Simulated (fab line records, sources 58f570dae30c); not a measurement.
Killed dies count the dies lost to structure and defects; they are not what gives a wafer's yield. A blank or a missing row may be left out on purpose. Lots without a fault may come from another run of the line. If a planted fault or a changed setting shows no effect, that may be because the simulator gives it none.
fab line records -- flow berkeley-cmos170
[record] lots = 24, wafers = 72, last-day = 12
route steps=331 shown NWELL@29 GATE@138 PLDD@152 NLDD@165 M2@286
lots that met no fault: from a run of the same line without faults
start-h: hours from the record's opening day to when the first of the lot's shown wafers began -- wait-h: how many hours have passed since the lot's step before this one -- " same as the row above -- L1.1+2: one row covering several wafers at once -- - no value, or no start was given -- * or withheld: withheld -- < > ~ a bound
route shown NAME@n: NAME is a module with steps in the file, n the number in the route of the first one -- usual: mean/standard deviation of fault-free wafers -- same: alike in all rows -- chamber/n: place in a boat -- sites: per-site readings -- _std_site: their standard deviation -- _edge_site: outer sites' mean less inner sites' -- radius-mm: how far each site lies from the wafer's centre -- mask NAME#n: copy n -- behind: tool/chamber where the wafer was last shaped -- hold: why the lot went on hold/how many hours it stayed there/how the hold came to an end -- device: whichever transistor did not switch (one of n, p or np) -- end of line: tests of these same wafers at the route's end -- for a step that has no rows: nothing shown but its recipe -- killed: the dies lost at the first sort to structure and to defects; this is not the yield of the wafer -- map: a wafer's dies, marking killed ones x, the rest . and places with no die _
set.NAME: the run value of the setting; set.NAME@STEP: its run value at that earlier step -- model.NAME: the simulator's own value behind a step, which no gauge read
the route's steps for a sample of lots (tables are steps, rows are wafers)
services: when a tool's chamber went out of use (start-h, in hours from the record's first day, below 0 if earlier), for how many hours, and the reason
[[steps]]
[step UCB170_NWELL_STRIP_15]
[recipe] chemistry = O2, power-w = 400, pressure-mtorr = 3500, platen-temp-c = withheld, o2-flow-sccm = 400, overash-fraction = 0.5
[usual] drypump-motor-current-A = 5.95/0.17, oes-product-au = 0.721/0.0041, strip-time-to-endpoint-s = 18.12/0.071
lot.wafer,tool,chamber,start-h,wait-h,drypump-motor-current-A,oes-product-au,rf-hours-counter-h,strip-time-to-endpoint-s
L074.2,plasma-asher-02,0,37.87,0.1,5.92,0.719,29,17.96
L074.3,plasma-asher-02,1,37.87,0.1,6.08,0.719,-,18.04
L074.4,plasma-asher-02,0,37.87,0.1,5.92,0.718,-,18.07
L075.2,plasma-asher-03,0,41.44,0.1,6.01,0.723,31,18.09
L075.4,plasma-asher-03,0,41.44,0.1,6.05,0.718,-,18.07
L075.6,plasma-asher-03,1,41.44,0.1,5.73,0.728,-,18.15
L076.2,plasma-asher-04,1,41.71,0.1,6.20,0.719,34,18.11
L076.3,plasma-asher-04,1,41.71,0.1,6.19,0.726,-,18.05
L076.6,plasma-asher-04,0,41.71,0.1,5.81,0.724,-,18.12
L077.2,plasma-asher-03,0,46.18,0.1,6.00,0.715,32,18.15
L077.4,plasma-asher-03,1,46.18,0.1,5.73,0.716,-,18.04
L077.5,plasma-asher-03,1,46.18,0.1,5.71,0.720,-,18.05
L078.2,plasma-asher-04,1,54.65,0.1,6.19,0.721,36,18.10
L078.5,plasma-asher-04,1,54.65,0.1,6.21,0.723,-,18.13
L078.6,plasma-asher-04,0,54.65,0.1,5.82,0.719,-,18.10
L079.1,plasma-asher-04,0,57.11,0.1,5.82,0.712,36,18.22
L079.2,plasma-asher-04,1,57.11,0.1,6.20,0.716,36,18.19
L079.5,plasma-asher-04,1,57.11,0.1,6.17,0.710,-,18.18
L080.1,plasma-asher-04,1,64.34,0.1,6.20,0.728,37,18.12
L080.2,plasma-asher-04,0,64.34,0.1,5.83,0.728,37,18.16
L080.3,plasma-asher-04,0,64.34,0.1,5.84,0.720,-,18.10
L081.1,plasma-asher-02,1,64.62,0.1,6.07,0.728,32,18.18
L081.5,plasma-asher-02,0,64.62,0.1,5.93,0.725,-,18.19
L081.6,plasma-asher-02,1,64.62,0.1,6.07,0.726,-,18.20
L082.1,plasma-asher-03,1,75.08,0.1,5.72,0.717,35,18.03
L082.3,plasma-asher-03,0,75.08,0.1,6.00,0.723,-,18.08
L082.4,plasma-asher-03,1,75.08,0.1,5.72,0.726,-,18.11
L083.2,plasma-asher-04,1,75.30,0.1,6.22,0.720,38,18.13
L083.5,plasma-asher-04,1,75.30,0.1,6.21,0.721,-,18.20
L083.6,plasma-asher-04,0,75.30,0.1,5.81,0.720,-,18.18
L084.1,plasma-asher-04,0,83.09,0.1,5.81,0.725,39,18.10
L084.2,plasma-asher-04,1,83.09,0.1,6.24,0.717,39,18.04
L084.6,plasma-asher-04,1,83.09,0.1,6.25,0.719,-,18.12
L086.2,plasma-asher-03,1,87.86,0.1,5.71,0.721,37,18.16
L086.4,plasma-asher-03,1,87.86,0.1,5.71,0.721,-,18.11
L086.6,plasma-asher-03,1,87.86,0.1,5.72,0.719,-,18.23
L085.1,plasma-asher-02,1,87.97,0.1,6.08,0.721,35,18.13
L085.3,plasma-asher-02,0,87.97,0.1,5.94,0.722,-,18.00
L085.6,plasma-asher-02,0,87.97,0.1,5.93,0.712,-,18.09
L087.2,plasma-asher-02,0,92.28,0.1,5.91,0.716,36,18.17
L087.4,plasma-asher-02,1,92.28,0.1,6.10,0.725,-,18.11
L087.5,plasma-asher-02,1,92.28,0.1,6.08,0.719,-,18.16
L088.1,plasma-asher-02,1,102.78,0.1,6.07,0.722,37,18.15
L088.4,plasma-asher-02,1,102.78,0.1,6.09,0.719,-,18.10
L088.5,plasma-asher-02,1,102.78,0.1,6.09,0.720,-,18.11
L089.2,plasma-asher-02,0,103.51,0.1,5.89,0.711,37,18.25
L089.4,plasma-asher-02,1,103.51,0.1,6.09,0.724,-,18.26
L089.5,plasma-asher-02,1,103.51,0.1,6.08,0.722,-,18.34
L090.3,plasma-asher-03,1,108.38,0.1,5.73,0.723,-,18.15
L090.4,plasma-asher-03,0,108.38,0.1,5.99,0.721,-,18.23
L090.6,plasma-asher-03,1,108.38,0.1,5.76,0.726,-,18.08
L091.1,plasma-asher-03,1,115.01,0.1,5.73,0.722,40,18.15
L091.3,plasma-asher-03,0,115.01,0.1,6.03,0.723,-,18.19
L091.6,plasma-asher-03,0,115.01,0.1,6.03,0.726,-,18.16
L092.4,plasma-asher-03,0,122.70,0.1,6.01,0.725,-,18.10
L092.5,plasma-asher-03,0,122.70,0.1,6.03,0.726,-,18.20
L092.6,plasma-asher-03,1,122.70,0.1,5.72,0.719,-,18.13
L093.2,plasma-asher-03,1,122.94,0.1,5.73,0.721,41,18.02
L093.3,plasma-asher-03,1,122.94,0.1,5.72,0.726,-,18.12
L093.4,plasma-asher-03,0,122.94,0.1,6.02,0.715,-,18.14
L094.1,plasma-asher-04,1,127.02,0.1,6.20,0.731,45,18.11
L094.4,plasma-asher-04,1,127.02,0.1,6.20,0.719,-,18.09
L094.5,plasma-asher-04,0,127.02,0.1,5.80,0.721,-,18.14
L096.1,plasma-asher-04,0,140.43,0.1,5.80,0.727,47,18.02
L096.2,plasma-asher-04,1,140.43,0.1,6.22,0.721,47,18.02
L096.4,plasma-asher-04,1,140.43,0.1,6.20,0.718,-,18.08
L095.1,plasma-asher-03,0,140.55,0.1,6.02,0.718,44,18.08
L095.3,plasma-asher-03,0,140.55,0.1,6.01,0.723,-,18.02
L095.5,plasma-asher-03,1,140.55,0.1,5.71,0.724,-,18.07
L097.1,plasma-asher-04,0,143.33,0.1,5.81,0.711,47,18.06
L097.2,plasma-asher-04,1,143.33,0.1,6.22,0.725,47,18.08
L097.5,plasma-asher-04,1,143.33,0.1,6.23,0.718,-,18.00
[step UCB170_GATE_CD_MEAS_12]
[recipe] target-cd-nm = 350
[usual] cd-nm = 350.1/1.4
lot.wafer,tool,chamber,start-h,wait-h,cd-nm
L074.2,cd-sem-01,-,124.97,-,350.7
L074.3,cd-sem-01,-,124.97,-,350.3
L074.4,cd-sem-01,-,124.97,-,350.9
L077.2,cd-sem-02,-,125.02,-,349.0
L077.4,cd-sem-02,-,125.02,-,349.8
L077.5,cd-sem-02,-,125.02,-,349.3
L076.2,cd-sem-02,-,125.24,-,350.0
L076.3,cd-sem-02,-,125.24,-,351.4
L076.6,cd-sem-02,-,125.24,-,350.9
L075.2,cd-sem-01,-,125.30,-,349.3
L075.4,cd-sem-01,-,125.30,-,348.5
L075.6,cd-sem-01,-,125.30,-,348.2
L079.1,cd-sem-02,-,134.83,-,352.0
L079.2,cd-sem-02,-,134.83,-,351.8
L079.5,cd-sem-02,-,134.83,-,352.3
L078.2,cd-sem-02,-,134.97,-,349.8
L078.5,cd-sem-02,-,134.97,-,350.8
L078.6,cd-sem-02,-,134.97,-,349.0
L081.1,cd-sem-02,-,147.30,-,348.7
L081.5,cd-sem-02,-,147.30,-,349.5
L081.6,cd-sem-02,-,147.30,-,349.4
L080.1,cd-sem-02,-,147.47,-,351.7
L080.2,cd-sem-02,-,147.47,-,350.9
L080.3,cd-sem-02,-,147.47,-,352.1
L083.2,cd-sem-02,-,164.27,-,350.5
L083.5,cd-sem-02,-,164.27,-,349.9
L083.6,cd-sem-02,-,164.27,-,349.4
L086.2,cd-sem-02,-,164.91,-,348.8
L086.4,cd-sem-02,-,164.91,-,349.5
L086.6,cd-sem-02,-,164.91,-,348.8
L085.1,cd-sem-02,-,165.01,-,349.5
L085.3,cd-sem-02,-,165.01,-,350.7
L085.6,cd-sem-02,-,165.01,-,349.7
L084.1,cd-sem-02,-,165.13,-,351.0
L084.2,cd-sem-02,-,165.13,-,350.6
L084.6,cd-sem-02,-,165.13,-,351.1
L087.2,cd-sem-02,-,165.27,-,351.0
L087.4,cd-sem-02,-,165.27,-,353.4
L087.5,cd-sem-02,-,165.27,-,351.0
L082.1,cd-sem-02,-,165.49,-,347.6
L082.3,cd-sem-02,-,165.49,-,348.4
L082.4,cd-sem-02,-,165.49,-,347.7
L088.1,cd-sem-01,-,187.41,-,351.3
L088.4,cd-sem-01,-,187.41,-,353.5
L088.5,cd-sem-01,-,187.41,-,352.0
L090.3,cd-sem-02,-,188.17,-,347.5
L090.4,cd-sem-02,-,188.17,-,347.4
L090.6,cd-sem-02,-,188.17,-,348.3
L089.2,cd-sem-02,-,188.33,-,352.4
L089.4,cd-sem-02,-,188.33,-,349.7
L089.5,cd-sem-02,-,188.33,-,350.3
L091.1,cd-sem-02,-,199.04,-,350.7
L091.3,cd-sem-02,-,199.04,-,351.1
L091.6,cd-sem-02,-,199.04,-,350.3
L093.2,cd-sem-01,-,215.29,-,347.0
L093.3,cd-sem-01,-,215.29,-,346.8
L093.4,cd-sem-01,-,215.29,-,348.0
L092.4,cd-sem-02,-,215.60,-,350.4
L092.5,cd-sem-02,-,215.60,-,349.2
L092.6,cd-sem-02,-,215.60,-,350.6
L094.1,cd-sem-02,-,226.11,-,348.9
L094.4,cd-sem-02,-,226.11,-,349.2
L094.5,cd-sem-02,-,226.11,-,348.6
L096.1,cd-sem-02,-,226.32,-,350.7
L096.2,cd-sem-02,-,226.32,-,348.2
L096.4,cd-sem-02,-,226.32,-,349.9
L095.1,cd-sem-02,-,236.18,-,352.2
L095.3,cd-sem-02,-,236.18,-,350.7
L095.5,cd-sem-02,-,236.18,-,352.0
L097.1,cd-sem-02,-,236.42,-,349.9
L097.2,cd-sem-02,-,236.42,-,350.3
L097.5,cd-sem-02,-,236.42,-,349.2
[step UCB170_PLDD_OVL_MEAS_07]
[usual] PLDD_OVL = -5/5.6
lot.wafer,tool,chamber,start-h,wait-h,PLDD_OVL[nm]
L074.2,overlay-02,-,127.68,0.1,12
L074.3,overlay-02,-,127.68,0.1,4
L074.4,overlay-02,-,127.68,0.1,9
L077.2,overlay-01,-,127.80,0.1,-3
L077.4,overlay-01,-,127.80,0.1,0
L077.5,overlay-01,-,127.80,0.1,3
L076.2,overlay-01,-,128.04,0.1,-11
L076.3,overlay-01,-,128.04,0.1,-12
L076.6,overlay-01,-,128.04,0.1,-7
L075.2,overlay-01,-,128.28,0.1,-5
L075.4,overlay-01,-,128.28,0.1,4
L075.6,overlay-01,-,128.28,0.1,-5
L079.1,overlay-01,-,136.78,0.1,-1
L079.2,overlay-01,-,136.78,0.1,-1
L079.5,overlay-01,-,136.78,0.1,1
L078.2,overlay-01,-,137.15,0.1,-3
L078.5,overlay-01,-,137.15,0.1,1
L078.6,overlay-01,-,137.15,0.1,-8
L081.1,overlay-01,-,149.52,0.1,-3
L081.5,overlay-01,-,149.52,0.1,-5
L081.6,overlay-01,-,149.52,0.1,-10
L080.1,overlay-02,-,150.07,0.1,-1
L080.2,overlay-02,-,150.07,0.1,-3
L080.3,overlay-02,-,150.07,0.1,0
L083.2,overlay-01,-,166.33,0.1,2
L083.5,overlay-01,-,166.33,0.1,2
L083.6,overlay-01,-,166.33,0.1,-1
L086.2,overlay-02,-,167.39,0.1,-4
L086.4,overlay-02,-,167.39,0.1,-7
L086.6,overlay-02,-,167.39,0.1,0
L085.1,overlay-01,-,167.51,0.1,-1
L085.3,overlay-01,-,167.51,0.1,3
L085.6,overlay-01,-,167.51,0.1,-3
L087.2,overlay-01,-,167.92,0.1,-5
L087.4,overlay-01,-,167.92,0.1,-1
L087.5,overlay-01,-,167.92,0.1,-8
L084.1,overlay-02,-,168.11,0.1,-4
L084.2,overlay-02,-,168.11,0.1,-16
L084.6,overlay-02,-,168.11,0.1,-13
L082.1,overlay-02,-,168.73,0.1,-14
L082.3,overlay-02,-,168.73,0.1,-10
L082.4,overlay-02,-,168.73,0.1,-11
L088.1,overlay-02,-,190.28,0.1,4
L088.4,overlay-02,-,190.28,0.1,-3
L088.5,overlay-02,-,190.28,0.1,0
L090.3,overlay-02,-,190.65,0.1,-8
L090.4,overlay-02,-,190.65,0.1,-11
L090.6,overlay-02,-,190.65,0.1,-5
L089.2,overlay-01,-,190.77,0.1,-12
L089.4,overlay-01,-,190.77,0.1,-3
L089.5,overlay-01,-,190.77,0.1,-5
L091.1,overlay-02,-,201.66,0.1,-6
L091.3,overlay-02,-,201.66,0.1,-12
L091.6,overlay-02,-,201.66,0.1,-10
L093.2,overlay-02,-,217.05,0.1,-6
L093.3,overlay-02,-,217.05,0.1,1
L093.4,overlay-02,-,217.05,0.1,-2
L092.4,overlay-01,-,217.32,0.1,-7
L092.5,overlay-01,-,217.32,0.1,-1
L092.6,overlay-01,-,217.32,0.1,-13
L094.1,overlay-01,-,228.01,0.1,-7
L094.4,overlay-01,-,228.01,0.1,-4
L094.5,overlay-01,-,228.01,0.1,-9
L096.1,overlay-02,-,228.52,0.1,-1
L096.2,overlay-02,-,228.52,0.1,-9
L096.4,overlay-02,-,228.52,0.1,5
L095.1,overlay-02,-,238.54,0.1,-2
L095.3,overlay-02,-,238.54,0.1,-5
L095.5,overlay-02,-,238.54,0.1,-4
L097.1,overlay-01,-,238.55,0.1,-21
L097.2,overlay-01,-,238.55,0.1,-5
L097.5,overlay-01,-,238.55,0.1,-4
[step UCB170_NLDD_OVL_MEAS_07]
[usual] NLDD_OVL = -2/7.5
lot.wafer,tool,chamber,start-h,wait-h,NLDD_OVL[nm]
L074.2,overlay-01,-,130.25,0.1,2
L074.3,overlay-01,-,130.25,0.1,-6
L074.4,overlay-01,-,130.25,0.1,3
L077.2,overlay-02,-,130.37,0.1,7
L077.4,overlay-02,-,130.37,0.1,4
L077.5,overlay-02,-,130.37,0.1,7
L076.2,overlay-02,-,130.90,0.1,-8
L076.3,overlay-02,-,130.90,0.1,-17
L076.6,overlay-02,-,130.90,0.1,-10
L075.2,overlay-02,-,131.14,0.1,-11
L075.4,overlay-02,-,131.14,0.1,-6
L075.6,overlay-02,-,131.14,0.1,-6
L079.1,overlay-02,-,138.86,0.1,6
L079.2,overlay-02,-,138.86,0.1,0
L079.5,overlay-02,-,138.86,0.1,-9
L078.2,overlay-02,-,139.14,0.1,2
L078.5,overlay-02,-,139.14,0.1,2
L078.6,overlay-02,-,139.14,0.1,7
L081.1,overlay-01,-,153.07,0.1,4
L081.5,overlay-01,-,153.07,0.1,3
L081.6,overlay-01,-,153.07,0.1,12
L080.1,overlay-02,-,153.31,0.1,-14
L080.2,overlay-02,-,153.31,0.1,-14
L080.3,overlay-02,-,153.31,0.1,-20
L083.2,overlay-02,-,168.97,0.1,-7
L083.5,overlay-02,-,168.97,0.1,-7
L083.6,overlay-02,-,168.97,0.1,-7
L086.2,overlay-02,-,169.45,0.1,-4
L086.4,overlay-02,-,169.45,0.1,-2
L086.6,overlay-02,-,169.45,0.1,-8
L085.1,overlay-01,-,169.81,0.1,3
L085.3,overlay-01,-,169.81,0.1,10
L085.6,overlay-01,-,169.81,0.1,4
L087.2,overlay-02,-,170.05,0.1,-14
L087.4,overlay-02,-,170.05,0.1,-9
L087.5,overlay-02,-,170.05,0.1,-7
L084.1,overlay-01,-,170.17,0.1,-5
L084.2,overlay-01,-,170.17,0.1,0
L084.6,overlay-01,-,170.17,0.1,-3
L082.1,overlay-01,-,170.41,0.1,-5
L082.3,overlay-01,-,170.41,0.1,-2
L082.4,overlay-01,-,170.41,0.1,-9
L088.1,overlay-02,-,192.05,0.1,-5
L088.4,overlay-02,-,192.05,0.1,-7
L088.5,overlay-02,-,192.05,0.1,-4
L090.3,overlay-01,-,192.45,0.1,0
L090.4,overlay-01,-,192.45,0.1,-9
L090.6,overlay-01,-,192.45,0.1,-5
L089.2,overlay-02,-,192.68,0.1,4
L089.4,overlay-02,-,192.68,0.1,15
L089.5,overlay-02,-,192.68,0.1,5
L091.1,overlay-01,-,203.74,0.1,1
L091.3,overlay-01,-,203.74,0.1,-4
L091.6,overlay-01,-,203.74,0.1,2
L093.2,overlay-01,-,218.88,0.1,-11
L093.3,overlay-01,-,218.88,0.1,-8
L093.4,overlay-01,-,218.88,0.1,-2
L092.4,overlay-01,-,219.16,0.1,11
L092.5,overlay-01,-,219.16,0.1,14
L092.6,overlay-01,-,219.16,0.1,15
L094.1,overlay-02,-,231.79,0.1,-3
L094.4,overlay-02,-,231.79,0.1,-2
L094.5,overlay-02,-,231.79,0.1,2
L096.1,overlay-02,-,232.08,0.1,9
L096.2,overlay-02,-,232.08,0.1,3
L096.4,overlay-02,-,232.08,0.1,5
L095.1,overlay-02,-,241.01,0.1,-1
L095.3,overlay-02,-,241.01,0.1,1
L095.5,overlay-02,-,241.01,0.1,-9
L097.1,overlay-01,-,241.17,0.1,5
L097.2,overlay-01,-,241.17,0.1,1
L097.5,overlay-01,-,241.17,0.1,-3
[step UCB170_M2_CD_MEAS_15]
[recipe] target-cd-nm = 700
[usual] cd-nm = 700.2/1.5
lot.wafer,tool,chamber,start-h,wait-h,cd-nm
L074.2,cd-sem-02,-,155.65,-,699.7
L074.3,cd-sem-02,-,155.65,-,700.8
L074.4,cd-sem-02,-,155.65,-,701.8
L076.2,cd-sem-02,-,156.75,-,700.4
L076.3,cd-sem-02,-,156.75,-,700.6
L076.6,cd-sem-02,-,156.75,-,702.1
L075.2,cd-sem-02,-,157.20,-,697.9
L075.4,cd-sem-02,-,157.20,-,697.8
L075.6,cd-sem-02,-,157.20,-,698.5
L077.2,cd-sem-02,-,157.32,-,701.3
L077.4,cd-sem-02,-,157.32,-,700.9
L077.5,cd-sem-02,-,157.32,-,700.8
L079.1,cd-sem-01,-,168.49,-,699.9
L079.2,cd-sem-01,-,168.49,-,699.6
L079.5,cd-sem-01,-,168.49,-,700.6
L078.2,cd-sem-01,-,168.75,-,697.4
L078.5,cd-sem-01,-,168.75,-,697.9
L078.6,cd-sem-01,-,168.75,-,698.0
L081.1,cd-sem-02,-,179.38,-,700.6
L081.5,cd-sem-02,-,179.38,-,701.3
L081.6,cd-sem-02,-,179.38,-,701.6
L080.1,cd-sem-02,-,187.08,-,699.9
L080.2,cd-sem-02,-,187.08,-,699.4
L080.3,cd-sem-02,-,187.08,-,698.9
L086.2,cd-sem-01,-,196.66,-,700.8
L086.4,cd-sem-01,-,196.66,-,700.8
L086.6,cd-sem-01,-,196.66,-,700.1
L085.1,cd-sem-01,-,197.36,-,698.6
L085.3,cd-sem-01,-,197.36,-,700.0
L085.6,cd-sem-01,-,197.36,-,699.4
L083.2,cd-sem-02,-,197.65,-,701.6
L083.5,cd-sem-02,-,197.65,-,704.4
L083.6,cd-sem-02,-,197.65,-,701.1
L082.1,cd-sem-02,-,197.95,-,701.4
L082.3,cd-sem-02,-,197.95,-,701.8
L082.4,cd-sem-02,-,197.95,-,700.9
L084.1,cd-sem-02,-,198.09,-,701.1
L084.2,cd-sem-02,-,198.09,-,701.8
L084.6,cd-sem-02,-,198.09,-,702.3
L087.2,cd-sem-01,-,198.49,-,699.5
L087.4,cd-sem-01,-,198.49,-,700.3
L087.5,cd-sem-01,-,198.49,-,699.0
L088.1,cd-sem-01,-,218.03,-,702.7
L088.4,cd-sem-01,-,218.03,-,701.4
L088.5,cd-sem-01,-,218.03,-,701.3
L090.3,cd-sem-02,-,218.55,-,698.6
L090.4,cd-sem-02,-,218.55,-,698.7
L090.6,cd-sem-02,-,218.55,-,696.8
L089.2,cd-sem-01,-,218.80,-,699.9
L089.4,cd-sem-01,-,218.80,-,698.2
L089.5,cd-sem-01,-,218.80,-,699.0
L091.1,cd-sem-01,-,228.79,-,701.6
L091.3,cd-sem-01,-,228.79,-,701.5
L091.6,cd-sem-01,-,228.79,-,701.3
L092.4,cd-sem-02,-,250.74,-,699.4
L092.5,cd-sem-02,-,250.74,-,697.6
L092.6,cd-sem-02,-,250.74,-,699.8
L093.2,cd-sem-02,-,250.96,-,696.6
L093.3,cd-sem-02,-,250.96,-,696.8
L093.4,cd-sem-02,-,250.96,-,698.1
L096.1,cd-sem-02,-,266.55,-,700.2
L096.2,cd-sem-02,-,266.55,-,701.1
L096.4,cd-sem-02,-,266.55,-,699.8
L094.1,cd-sem-02,-,266.67,-,701.3
L094.4,cd-sem-02,-,266.67,-,700.2
L094.5,cd-sem-02,-,266.67,-,701.4
L097.1,cd-sem-02,-,270.39,-,698.9
L097.2,cd-sem-02,-,270.39,-,701.0
L097.5,cd-sem-02,-,270.39,-,699.6
L095.1,cd-sem-01,-,277.87,-,700.3
L095.3,cd-sem-01,-,277.87,-,702.9
L095.5,cd-sem-01,-,277.87,-,701.6
[step UCB170_M2_OVL_MEAS_16]
[usual] M2_OVL = 0/4.4
lot.wafer,tool,chamber,start-h,wait-h,M2_OVL[nm]
L074.2,overlay-01,-,155.76,0.1,1
L074.3,overlay-01,-,155.76,0.1,-1
L074.4,overlay-01,-,155.76,0.1,-3
L076.2,overlay-01,-,156.86,0.1,7
L076.3,overlay-01,-,156.86,0.1,2
L076.6,overlay-01,-,156.86,0.1,-2
L075.2,overlay-01,-,157.31,0.1,-11
L075.4,overlay-01,-,157.31,0.1,-8
L075.6,overlay-01,-,157.31,0.1,-4
L077.2,overlay-01,-,157.43,0.1,0
L077.4,overlay-01,-,157.43,0.1,1
L077.5,overlay-01,-,157.43,0.1,-1
L079.1,overlay-01,-,168.61,0.1,-2
L079.2,overlay-01,-,168.61,0.1,0
L079.5,overlay-01,-,168.61,0.1,-1
L078.2,overlay-01,-,168.85,0.1,-1
L078.5,overlay-01,-,168.85,0.1,3
L078.6,overlay-01,-,168.85,0.1,0
L081.1,overlay-02,-,179.50,0.1,-5
L081.5,overlay-02,-,179.50,0.1,0
L081.6,overlay-02,-,179.50,0.1,5
L080.1,overlay-01,-,187.20,0.1,-2
L080.2,overlay-01,-,187.20,0.1,-1
L080.3,overlay-01,-,187.20,0.1,3
L086.2,overlay-01,-,196.76,0.1,1
L086.4,overlay-01,-,196.76,0.1,-4
L086.6,overlay-01,-,196.76,0.1,-3
L085.1,overlay-01,-,197.48,0.1,-6
L085.3,overlay-01,-,197.48,0.1,-8
L085.6,overlay-01,-,197.48,0.1,-1
L083.2,overlay-01,-,197.76,0.1,-1
L083.5,overlay-01,-,197.76,0.1,4
L083.6,overlay-01,-,197.76,0.1,-11
L082.1,overlay-01,-,198.07,0.1,2
L082.3,overlay-01,-,198.07,0.1,0
L082.4,overlay-01,-,198.07,0.1,1
L084.1,overlay-01,-,198.21,0.1,8
L084.2,overlay-01,-,198.21,0.1,-1
L084.6,overlay-01,-,198.21,0.1,3
L087.2,overlay-01,-,198.60,0.1,-7
L087.4,overlay-01,-,198.60,0.1,-5
L087.5,overlay-01,-,198.60,0.1,-1
L088.1,overlay-01,-,218.15,0.1,-5
L088.4,overlay-01,-,218.15,0.1,-7
L088.5,overlay-01,-,218.15,0.1,2
L090.3,overlay-02,-,218.64,0.1,-11
L090.4,overlay-02,-,218.64,0.1,-10
L090.6,overlay-02,-,218.64,0.1,0
L089.2,overlay-02,-,218.91,0.1,5
L089.4,overlay-02,-,218.91,0.1,2
L089.5,overlay-02,-,218.91,0.1,1
L091.1,overlay-01,-,228.91,0.1,2
L091.3,overlay-01,-,228.91,0.1,0
L091.6,overlay-01,-,228.91,0.1,3
L092.4,overlay-02,-,250.82,0.1,-3
L092.5,overlay-02,-,250.82,0.1,-1
L092.6,overlay-02,-,250.82,0.1,-2
L093.2,overlay-02,-,251.07,0.1,1
L093.3,overlay-02,-,251.07,0.1,0
L093.4,overlay-02,-,251.07,0.1,6
L096.1,overlay-01,-,266.67,0.1,-2
L096.2,overlay-01,-,266.67,0.1,6
L096.4,overlay-01,-,266.67,0.1,4
L094.1,overlay-01,-,266.79,0.1,10
L094.4,overlay-01,-,266.79,0.1,9
L094.5,overlay-01,-,266.79,0.1,8
L097.1,overlay-02,-,270.51,0.1,0
L097.2,overlay-02,-,270.51,0.1,1
L097.5,overlay-02,-,270.51,0.1,2
L095.1,overlay-02,-,277.99,0.1,-4
L095.3,overlay-02,-,277.99,0.1,-1
L095.5,overlay-02,-,277.99,0.1,2
[[services]]
tool,chamber,start-h,hours,kind
plasma-asher-03,-,79.67,0.7,repair
plasma-asher-02,-,108.75,9.0,pm
plasma-asher-02,0,108.75,9.0,vent-cycle
plasma-asher-02,1,108.75,9.0,vent-cycle
plasma-asher-02,0,117.75,-,clean
plasma-asher-02,1,117.75,-,clean
plasma-asher-04,-,121.70,2.8,pm
[[key]]
fault none
